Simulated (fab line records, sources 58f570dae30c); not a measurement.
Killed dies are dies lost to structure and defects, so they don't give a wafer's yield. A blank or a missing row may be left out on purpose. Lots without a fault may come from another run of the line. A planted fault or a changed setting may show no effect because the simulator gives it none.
One fault seen from 2 desks | flow berkeley_cmos170 | each desk has only its own numbers; what lay behind them comes last

THE TOOL OWNER'S DESK: implanter-03
The tool's own readings at UCB170_PLDD_IMPLANT_08: means of the sampled wafers that have a number, for each lot that ran on this tool. A lot is out of limits, marked OUT, if its mean lies more than 4 standard deviations from the usual mean; the brackets give that distance.
Columns: A = beam_energy_keV at UCB170_PLDD_IMPLANT_08, usual 9.999; B = faraday_current_uA at UCB170_PLDD_IMPLANT_08, usual 156; C = rotation_deg at UCB170_PLDD_IMPLANT_08, usual 0.002 degrees; D = tilt_deg at UCB170_PLDD_IMPLANT_08, usual 7.006 degrees
lot  | first seen here | A      | B   | C      | D
L365 | day 7 14:43     | 9.998  | 153 | 0.001  | 6.989
L369 | day 8 00:16     | 9.996  | 155 | -0.004 | 7.022
L370 | day 8 01:32     | 9.999  | 151 | 0.014  | 7.037
L371 | day 8 08:20     | 9.995  | 152 | 0.009  | 7.009
L373 | day 8 22:44     | 9.997  | 151 | 0.017  | 7.007
L374 | day 8 23:26     | 10.003 | 149 | 0.022  | 7.016
L375 | day 9 12:48     | 10.002 | 155 | -0.013 | 6.996
L385 | day 11 22:10    | 10.002 | 153 | 0.006  | 0.017 (-99 or more) OUT
L386 | day 11 23:03    | 10.003 | 156 | -0.024 | -0.017 (-99 or more) OUT
This desk's finding: out of limits on L385, L386; first on L385, day 11 22:10 (tilt_deg at UCB170_PLDD_IMPLANT_08). In limits: L365, L369, L370, L371, L373, L374, L375.

THE METROLOGY DESK
What the gauges read, lot by lot, whatever tool the lot ran on: means of the sampled wafers that have a number. A lot is out of limits, marked OUT, if its mean lies more than 4 standard deviations from the usual mean; the brackets give that distance.
Columns: A = NVT_OVL at UCB170_NVT_OVL_MEAS_06, usual -2 nm; B = PLDD_TW at UCB170_PLDD_TW_MEAS_11, usual 1013; C = NLDD_OVL at UCB170_NLDD_OVL_MEAS_07, usual 0 nm
lot  | first seen here | A  | B              | C
L366 | day 6 20:23     | -5 | 1021           | 4
L365 | day 6 20:38     | -7 | 1020           | -3
L368 | day 7 03:44     | -4 | 1014           | 4
L369 | day 7 03:53     | -4 | 1018           | 1
L370 | day 7 04:04     | -1 | 1007           | -3
L367 | day 7 04:21     | 1  | 1009           | -7
L371 | day 7 11:49     | -3 | 1007           | -3
L373 | day 8 05:16     | -1 | 1019           | 2
L374 | day 8 06:08     | -4 | 1017           | 8
L372 | day 8 06:16     | -6 | 1007           | 0
L375 | day 8 13:20     | 6  | 1016           | 1
L386 | day 11 00:20    | -1 | 949 (-9.8) OUT | 0
L385 | day 11 00:28    | -2 | 967 (-7.1) OUT | -2
L387 | day 11 00:43    | -8 | 1014           | -1
This desk's finding: out of limits on L385, L386; first on L385, day 11 22:33 (PLDD_TW at UCB170_PLDD_TW_MEAS_11). In limits: L366, L365, L368, L369, L370, L367, L371, L373, L374, L372, L375, L387.

PUT TOGETHER
The tool owner's desk could have raised an alarm at day 11 22:10, on L385, L386.
The metrology desk could have raised an alarm at day 11 22:33, on L385, L386.
Of the lots named, all ran UCB170_PLDD_IMPLANT_08 on implanter-03.

WHAT THE SIMULATOR HAD PUT IN
Process parameter drift: implanter-03, from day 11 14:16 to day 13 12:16, at UCB170_PLDD_IMPLANT_08. Setting tilt_deg, moved by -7, from 7. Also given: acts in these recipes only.
Lots struck among those shown: L385, L386.
Hours from the fault's start to each desk's first reading out of limits: the tool owner's desk, 8; the metrology desk, 8.
